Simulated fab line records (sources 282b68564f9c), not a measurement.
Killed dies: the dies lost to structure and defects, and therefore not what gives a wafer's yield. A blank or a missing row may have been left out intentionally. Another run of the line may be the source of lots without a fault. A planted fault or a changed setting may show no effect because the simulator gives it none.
A single fault, viewed from 2 desks :: flow rit_cmos :: each desk holds nothing but its own numbers, with what lay behind them at the end

METROLOGY DESK
What the gauges read, lot by lot, whatever tool the lot ran on: means of the sampled wafers that have a number. Marked OUT: a lot whose mean sits more than 4 standard deviations from the usual mean, which makes it out of limits; the brackets give that distance.
Columns: A = GATE_OVL at RIT_GATE_OVL_MEAS_17, usual 0.2 nm; B = M1_AL_THK at RIT_M1_THK_MEAS_02, usual 399 nm; C = cd_nm at RIT_M1_CD_MEAS_09, usual 2599.7 nm
lot: L806
first seen here: day 2 15:14
A: -0.1
B: 396
C: 2604.3

lot: L807
first seen here: day 2 17:48
A: -0.8
B: 392
C: 2599.6

lot: L808
first seen here: day 2 22:05
A: 0.6
B: 400
C: 2598.5

lot: L809
first seen here: day 3 05:13
A: 0.5
B: 404
C: 2599.5

lot: L810
first seen here: day 3 08:42
A: -1.5
B: 401
C: 2598.5

lot: L813
first seen here: day 4 02:09
A: -0.5
B: 402
C: 2611.7 (+4.8) OUT

lot: L816
first seen here: day 4 16:21
A: 1.2
B: 399
C: 2611.6 (+4.7) OUT

lot: L819
first seen here: day 5 07:25
A: 0.4
B: 405
C: 2598.9

lot: L820
first seen here: day 5 14:05
A: 1.6
B: 402
C: 2602.6

lot: L822
first seen here: day 5 22:38
A: -0.4
B: 399
C: 2598.5

lot: L826
first seen here: day 6 16:41
A: -0.0
B: 395
C: 2597.3

lot: L827
first seen here: day 6 21:26
A: -1.9
B: 401
C: 2602.1

lot: L828
first seen here: day 7 04:58
A: 1.0
B: 393
C: 2600.1

lot: L829
first seen here: day 7 12:34
A: 0.3
B: 395
C: 2597.1
Finding of this desk: L813, L816 out of limits; the first was L813 at day 4 20:57, on cd_nm at RIT_M1_CD_MEAS_09. In limits: L806, L807, L808, L809, L810, L819, L820, L822, L826, L827, L828, L829.

AT THE TOOL OWNER'S DESK: litho_track-04
The tool's own readings at RIT_M1_COAT_04 (resist thk 1300 nm): means of the sampled wafers that have a number, for each lot that ran on this tool. Marked OUT: a lot whose mean sits more than 4 standard deviations from the usual mean, which makes it out of limits; the brackets give that distance.
Columns: A = spin_speed_rpm at RIT_M1_COAT_04, usual 2000.2 rpm
lot: L806
first seen here: day 3 08:01
A: 2000.6

lot: L808
first seen here: day 3 15:10
A: 1999.1

lot: L810
first seen here: day 4 01:22
A: 2002.3

lot: L813
first seen here: day 4 20:14
A: 1615.7 (-99 or more) OUT

lot: L816
first seen here: day 5 10:51
A: 1616.6 (-99 or more) OUT
Finding of this desk: L813, L816 out of limits; the first was L813 at day 4 20:14, on spin_speed_rpm at RIT_M1_COAT_04. In limits: L806, L808, L810.

BROUGHT TOGETHER
At day 4 20:14, on L813, L816, the tool owner's desk was in a position to raise an alarm.
At day 4 20:57 the metrology desk could have sounded an alarm, on L813, L816.
The lots listed all ran RIT_M1_COAT_04 on litho_track-04.

WHAT THE SIMULATOR PUT IN
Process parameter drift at RIT_M1_COAT_04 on litho_track-04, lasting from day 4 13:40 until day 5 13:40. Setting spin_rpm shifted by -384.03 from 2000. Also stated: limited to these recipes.
Struck lots among those shown: L813, L816.
Hours from the fault's start to each desk's first reading out of limits: the tool owner's desk, 7; the metrology desk, 7.
